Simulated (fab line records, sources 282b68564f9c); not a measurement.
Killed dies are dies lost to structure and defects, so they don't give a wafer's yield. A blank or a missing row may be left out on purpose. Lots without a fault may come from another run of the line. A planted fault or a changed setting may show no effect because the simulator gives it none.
fab line records | flow rit_cmos
record lots=13 wafers=39 last_day=7
route steps=202 shown REOX@101 M1@202
lots that met no fault: from a run of the same line without faults
start_h: hours from the record's first day to the start of the lot's first wafer shown | wait_h: hours since the lot's step before | " the same as in the row above | L1.1+2: a row that stands for several wafers | - no value, or no start given | * or withheld: withheld | < > ~ a bound
route shown NAME@n: a module of which the file shows steps, and the number in the route of the first | usual: mean/standard deviation of fault-free wafers | same: alike in all rows | chamber/n: place in a boat | sites: the reading at each site | _std_site: their standard deviation | _edge_site: outer sites' mean less inner sites' | radius_mm: how far each site lies from the wafer's centre | mask NAME#n: copy n | behind: the tool/chamber that last shaped the wafer | hold: why the lot was held/for how many hours/how that ended | device: the transistor (n, p or np) that didn't switch | end of line: the same wafers' tests at the end of the route | a step without rows: its recipe alone | killed: dies lost to structure and defects at the first sort, not the wafer's yield | map: a wafer's dies, x killed, . not, _ none there
set.NAME: the setting as run; set.NAME@STEP: as run at that earlier step | model.NAME: the simulator's own value behind a step, which no gauge read
steps of the route over a sample of lots; a table a step, a row a wafer
services: from which hour (start_h, from the record's first day; less than 0 if before it) a tool's chamber was out of use, for how many hours, and why
## steps
# step RIT_REOX_OXIDATION_03
# recipe temp_c=900 ambient=O2 target_thk_a=252 ox_time_s=5580
# usual spike_tc_centre_C=902.4/1.6
# columns lot.wafer tool chamber start_h wait_h spike_tc_centre_C
L689.2 furnace-01 0 36.84 0.0 905.4
L689.4 " 0 " " 905.2
L689.5 " 0 " " 905.8
L690.2 furnace-02 0 42.65 0.0 904.0
L690.4 " 0 " " 900.0
L690.5 " 0 " " 900.8
L691.2 furnace-04 0 48.65 0.0 903.1
L691.3 " 0 " " 902.1
L691.5 " 0 " " 903.7
L692.1 furnace-01 0 53.11 0.3 905.1
L692.3 " 0 " " 903.2
L692.4 " 0 " " 904.0
L693.1 furnace-02 0 57.27 0.0 899.9
L693.5 " 0 " " 901.6
L693.6 " 0 " " 901.5
L694.1 furnace-04 0 61.77 0.0 905.1
L694.2 " 0 " " 902.0
L694.5 " 0 " " 904.5
L696.4 furnace-02 0 73.49 0.7 899.9
L696.5 " 0 " " 901.8
L696.6 " 0 " " 902.5
L703.1 furnace-02 0 114.27 2.1 899.2
L703.2 " 0 " " 901.2
L703.5 " 0 " " 900.7
L704.1 furnace-02 0 116.82 0.7 901.5
L704.2 " 0 " " 899.4
L704.3 " 0 " " 902.1
L706.3 furnace-02 0 129.19 1.3 903.5
L706.4 " 0 " " 900.4
L706.5 " 0 " " 902.8
L707.1 furnace-04 0 139.44 0.9 905.6
L707.2 " 0 " " 902.6
L707.5 " 0 " " 902.3
L708.1 furnace-04 0 143.30 2.4 902.2
L708.3 " 0 " " 902.4
L708.5 " 0 " " 903.7
L709.4 furnace-01 0 144.80 1.4 904.5
L709.5 " 0 " " 904.2
L709.6 " 0 " " 903.8
# step RIT_REOX_THK_MEAS_04
# recipe reads=SiO2_of_REOX_OXIDATION_03
# usual REOX_OXIDE_THK=24.9/0.49
# columns lot.wafer tool chamber start_h wait_h REOX_OXIDE_THK[nm]
L689.2 film_metro-03 - 39.40 0.0 25.4
L689.4 " - " " 25.3
L689.5 " - " " 25.2
L690.2 film_metro-04 - 45.21 0.0 24.9
L690.4 " - " " 24.8
L690.5 " - " " 24.6
L691.2 film_metro-01 - 51.21 0.0 24.0
L691.3 " - " " 24.5
L691.5 " - " " 24.9
L692.1 film_metro-01 - 55.66 0.0 24.6
L692.3 " - " " 24.3
L692.4 " - " " 24.2
L693.1 film_metro-04 - 59.82 0.0 25.7
L693.5 " - " " 25.1
L693.6 " - " " 25.1
L694.1 film_metro-03 - 64.32 0.0 24.3
L694.2 " - " " 23.5
L694.5 " - " " 23.8
L696.4 film_metro-04 - 76.07 0.0 24.2
L696.5 " - " " 24.5
L696.6 " - " " 24.5
L703.1 film_metro-03 - 116.82 0.0 27.5
L703.2 " - " " 27.5
L703.5 " - " " 27.4
L704.1 film_metro-04 - 119.37 0.0 29.0
L704.2 " - " " 28.4
L704.3 " - " " 28.0
L706.3 film_metro-04 - 131.76 0.0 27.7
L706.4 " - " " 28.0
L706.5 " - " " 27.7
L707.1 film_metro-03 - 141.99 0.0 25.3
L707.2 " - " " 24.8
L707.5 " - " " 24.5
L708.1 film_metro-01 - 145.85 0.0 24.8
L708.3 " - " " 24.9
L708.5 " - " " 24.7
L709.4 film_metro-01 - 147.38 0.0 25.1
L709.5 " - " " 24.6
L709.6 " - " " 24.3
# step RIT_M1_PROBE_99
# usual killed_at_contacts=0.1/0.31 killed_at_front_end=7.1/2.8 killed_dies=7.2/2.8 killed_on_rim=1.8/1.3 killed_open=3.5/2 killed_short=3.7/1.9
# same gross_dies=264 killed_at_M0_to_M3=0 killed_at_M4_up=0 killed_at_back_side=0 killed_at_other=0
# columns lot.wafer tool chamber start_h wait_h killed_at_contacts killed_at_front_end killed_dies killed_on_rim killed_open killed_short
L689.2 prober-01 - 56.33 0.1 0 11 11 2 7 4
L689.4 prober-01 - 56.43 0.2 0 4 4 1 0 4
L689.5 prober-01 - 56.48 0.2 0 3 3 1 1 2
L690.2 prober-02 - 61.58 0.1 0 11 11 2 4 7
L690.4 prober-02 - 61.68 0.2 0 6 6 1 3 3
L690.5 prober-02 - 61.73 0.2 0 7 7 1 3 4
L691.2 prober-01 - 67.87 0.1 0 6 6 2 3 3
L691.3 prober-01 - 67.92 0.2 0 5 5 1 1 4
L691.5 prober-01 - 68.02 0.2 0 9 9 2 5 4
L692.1 prober-02 - 73.67 0.1 0 4 4 1 2 2
L692.3 prober-02 - 73.77 0.2 0 9 9 1 2 7
L692.4 prober-02 - 73.82 0.2 0 8 8 2 4 4
L693.1 prober-01 - 76.49 0.1 1 8 9 1 4 5
L693.5 prober-01 - 76.69 0.2 1 15 16 6 6 10
L693.6 prober-01 - 76.74 0.2 0 10 10 1 4 6
L694.1 prober-02 - 81.31 0.1 0 8 8 0 4 4
L694.2 prober-02 - 81.36 0.1 0 6 6 2 2 4
L694.5 prober-02 - 81.51 0.2 0 5 5 0 5 0
L696.4 prober-02 - 93.95 0.2 0 8 8 2 3 5
L696.5 prober-02 - 94.00 0.2 1 6 7 0 3 4
L696.6 prober-02 - 94.05 0.2 0 4 4 0 1 3
L703.1 prober-01 - 135.51 0.1 0 7 7 2 4 3
L703.2 prober-01 - 135.56 0.1 0 4 4 0 3 1
L703.5 prober-01 - 135.71 0.2 0 10 10 4 7 3
L704.1 prober-02 - 138.48 0.1 0 7 7 1 1 6
L704.2 prober-02 - 138.53 0.1 0 6 6 2 4 2
L704.3 prober-02 - 138.58 0.2 0 6 6 1 1 4
L706.3 prober-02 - 149.10 0.2 0 7 7 4 2 5
L706.4 prober-02 - 149.15 0.2 0 5 5 1 3 2
L706.5 prober-02 - 149.20 0.2 0 7 7 1 4 3
L707.1 prober-01 - 159.17 0.1 0 7 7 3 5 2
L707.2 prober-01 - 159.22 0.1 0 5 5 0 3 2
L707.5 prober-01 - 159.37 0.2 1 7 8 2 5 3
L708.1 prober-02 - 163.67 0.1 0 10 10 4 4 6
L708.3 prober-02 - 163.77 0.2 0 8 8 2 4 4
L708.5 prober-02 - 163.87 0.2 0 11 11 2 7 4
L709.4 prober-01 - 165.09 0.2 0 12 12 4 6 6
L709.5 prober-01 - 165.14 0.2 1 11 12 5 7 5
L709.6 prober-01 - 165.19 0.2 0 10 10 3 6 4
# killed by level:class
L689.2 GATE:geometric_particle:open=5 GATE:geometric_particle:short=3 SPACER:geometric_particle:open=1 SILICIDE:geometric_particle:open=1 SILICIDE:geometric_particle:short=1
L689.4 GATE:geometric_particle:short=2 FOX1:geometric_particle:short=1 SPACER:geometric_particle:short=1
L689.5 GATE:geometric_particle:short=1 GATE:geometric_particle:open=1 SPACER:geometric_particle:short=1
L690.2 GATE:geometric_particle:open=3 GATE:geometric_particle:short=3 FOX1:geometric_particle:short=1 REOX:geometric_particle:short=1 SPACER:geometric_particle:short=1 SPACER:geometric_particle:open=1 SILICIDE:geometric_particle:short=1
L690.4 FOX2:geometric_particle:short=1 FOX2:geometric_particle:open=1 GATE:geometric_particle:open=1 GATE:geometric_particle:short=1 SPACER:geometric_particle:short=1 SPACER:geometric_particle:open=1
L690.5 GATE:geometric_particle:open=2 FOX1:geometric_particle:short=1 GATE:geometric_particle:short=1 REOX:geometric_particle:short=1 SILICIDE:geometric_particle:open=1 SILICIDE:geometric_particle:short=1
L691.2 GATE:geometric_particle:open=3 FOX2:geometric_particle:short=1 SPACER:geometric_particle:short=1 SILICIDE:geometric_particle:short=1
L691.3 GATE:geometric_particle:short=2 FOX2:geometric_particle:open=1 SPACER:geometric_particle:short=1 SILICIDE:geometric_particle:short=1
L691.5 GATE:geometric_particle:open=4 REOX:geometric_particle:short=2 FOX2:geometric_particle:open=1 FOX2:geometric_particle:short=1 GATE:geometric_particle:short=1
L692.1 SPACER:geometric_particle:open=1 FOX1:geometric_particle:short=1 FOX1:geometric_particle:open=1 SPACER:geometric_particle:short=1
L692.3 SPACER:geometric_particle:short=4 FOX1:geometric_particle:short=1 GATE:geometric_particle:open=1 GATE:geometric_particle:short=1 REOX:geometric_particle:short=1 SPACER:geometric_particle:open=1
L692.4 FOX1:geometric_particle:short=2 GATE:geometric_particle:open=2 SILICIDE:geometric_particle:short=2 FOX1:geometric_particle:open=1 SPACER:geometric_particle:open=1
L693.1 GATE:geometric_particle:open=3 FOX1:geometric_particle:open=1 FOX2:geometric_particle:short=1 GATE:geometric_particle:short=1 SPACER:geometric_particle:short=1 SILICIDE:geometric_particle:short=1 CONTACT:geometric_particle:short=1
L693.5 GATE:geometric_particle:short=4 SILICIDE:geometric_particle:short=4 GATE:geometric_particle:open=2 SPACER:geometric_particle:short=2 SILICIDE:geometric_particle:open=2 REOX:geometric_particle:open=1 CONTACT:geometric_particle:open=1
L693.6 FOX1:geometric_particle:short=2 GATE:geometric_particle:short=2 SPACER:geometric_particle:short=2 SPACER:geometric_particle:open=2 REOX:geometric_particle:open=1 SILICIDE:geometric_particle:open=1
L694.1 GATE:geometric_particle:short=2 REOX:geometric_particle:open=2 FOX1:geometric_particle:open=1 FOX1:geometric_particle:short=1 GATE:geometric_particle:open=1 REOX:geometric_particle:short=1
L694.2 FOX1:geometric_particle:open=1 FOX1:geometric_particle:short=1 GATE:geometric_particle:short=1 GATE:geometric_particle:open=1 REOX:geometric_particle:short=1 SPACER:geometric_particle:short=1
L694.5 SILICIDE:geometric_particle:open=2 FOX1:geometric_particle:open=1 GATE:geometric_particle:open=1 REOX:geometric_particle:open=1
L696.4 SPACER:geometric_particle:short=2 FOX1:geometric_particle:short=1 FOX2:geometric_particle:open=1 GATE:geometric_particle:open=1 GATE:geometric_particle:short=1 REOX:geometric_particle:short=1 SPACER:geometric_particle:open=1
L696.5 FOX1:geometric_particle:short=1 GATE:geometric_particle:short=1 GATE:geometric_particle:open=1 REOX:geometric_particle:open=1 REOX:geometric_particle:short=1 SPACER:geometric_particle:short=1 CONTACT:geometric_particle:open=1
L696.6 FOX1:geometric_particle:short=1 SPACER:geometric_particle:open=1 SPACER:geometric_particle:short=1 SILICIDE:geometric_particle:short=1
L703.1 GATE:geometric_particle:open=3 GATE:geometric_particle:short=3 SILICIDE:geometric_particle:open=1
L703.2 SPACER:geometric_particle:open=2 FOX1:geometric_particle:open=1 FOX2:geometric_particle:short=1
L703.5 GATE:geometric_particle:open=4 GATE:geometric_particle:short=2 REOX:geometric_particle:open=1 SPACER:geometric_particle:open=1 SILICIDE:geometric_particle:short=1 SILICIDE:geometric_particle:open=1
L704.1 GATE:geometric_particle:short=2 SILICIDE:geometric_particle:short=2 FOX1:geometric_particle:open=1 FOX1:geometric_particle:short=1 SPACER:geometric_particle:short=1
L704.2 GATE:geometric_particle:open=2 FOX2:geometric_particle:short=1 REOX:geometric_particle:short=1 REOX:geometric_particle:open=1 SPACER:geometric_particle:open=1
L704.3 SILICIDE:geometric_particle:short=2 FOX2:geometric_particle:short=1 FOX2:geometric_particle:open=1 GATE:geometric_particle:short=1 ACTIVE:coat_microbubble_printed=1
L706.3 GATE:geometric_particle:short=2 FOX1:geometric_particle:short=1 REOX:geometric_particle:open=1 REOX:geometric_particle:short=1 SPACER:geometric_particle:open=1 SILICIDE:geometric_particle:short=1
L706.4 REOX:geometric_particle:short=2 FOX2:geometric_particle:open=1 GATE:geometric_particle:open=1 SILICIDE:geometric_particle:open=1
L706.5 GATE:geometric_particle:open=3 FOX1:geometric_particle:open=1 FOX1:geometric_particle:short=1 GATE:geometric_particle:short=1 REOX:geometric_particle:short=1
L707.1 GATE:geometric_particle:open=3 FOX1:geometric_particle:open=1 GATE:geometric_particle:short=1 SPACER:geometric_particle:short=1 SPACER:geometric_particle:open=1
L707.2 GATE:geometric_particle:open=3 FOX2:geometric_particle:short=1 GATE:geometric_particle:short=1
L707.5 FOX1:geometric_particle:open=2 REOX:geometric_particle:open=2 GATE:geometric_particle:short=1 GATE:geometric_particle:open=1 SPACER:geometric_particle:short=1 CONTACT:geometric_particle:short=1
L708.1 FOX2:geometric_particle:open=2 GATE:geometric_particle:short=2 GATE:geometric_particle:open=2 REOX:geometric_particle:short=2 FOX2:geometric_particle:short=1 SILICIDE:geometric_particle:short=1
L708.3 REOX:geometric_particle:short=2 SPACER:geometric_particle:short=2 SILICIDE:geometric_particle:open=2 GATE:geometric_particle:open=1 SPACER:geometric_particle:open=1
L708.5 REOX:geometric_particle:open=3 FOX2:geometric_particle:open=2 GATE:geometric_particle:short=2 GATE:geometric_particle:open=1 REOX:geometric_particle:short=1 SILICIDE:geometric_particle:short=1 SILICIDE:geometric_particle:open=1
L709.4 GATE:geometric_particle:short=5 GATE:geometric_particle:open=5 REOX:geometric_particle:open=1 SPACER:geometric_particle:short=1
L709.5 GATE:geometric_particle:open=3 FOX1:geometric_particle:short=2 FOX2:geometric_particle:short=1 GATE:geometric_particle:short=1 REOX:geometric_particle:open=1 SPACER:geometric_particle:open=1 SPACER:geometric_particle:short=1 SILICIDE:geometric_particle:open=1
L709.6 GATE:geometric_particle:short=2 GATE:geometric_particle:open=2 SPACER:geometric_particle:open=2 REOX:geometric_particle:short=1 REOX:geometric_particle:open=1 SPACER:geometric_particle:short=1 SILICIDE:geometric_particle:open=1
## services
# columns tool chamber start_h hours kind
furnace-01 - 48.17 3.4 pm
furnace-01 - 61.85 75.5 pm
furnace-01 - 137.35 3.9 pm
furnace-01 - 141.28 2.2 pm
furnace-02 - 142.15 2.7 pm
## key
first_sign step=RIT_REOX_THK_MEAS_04 reading=REOX_OXIDE_THK direction=up sigmas=6.1 usual=24.9 struck=27.9
effect none on later readings
met_at RIT_REOX_OXIDATION_03
struck_lots L703,L704,L706
tester_left_out L703,L704,L706
fault kind=process_parameter_drift tool=furnace-02 chamber=- onset_h=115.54 steps=RIT_REOX_OXIDATION_03 channel=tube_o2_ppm offset=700 shape=step end_h=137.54
# tester_left_out: of these lots the tester's yield and bins aren't shown, on N5 and GAA mostly nor the transistor test; their killed dies are dies lost to structure and defects alone, not to doping, threshold or leakage, so they don't give the yield
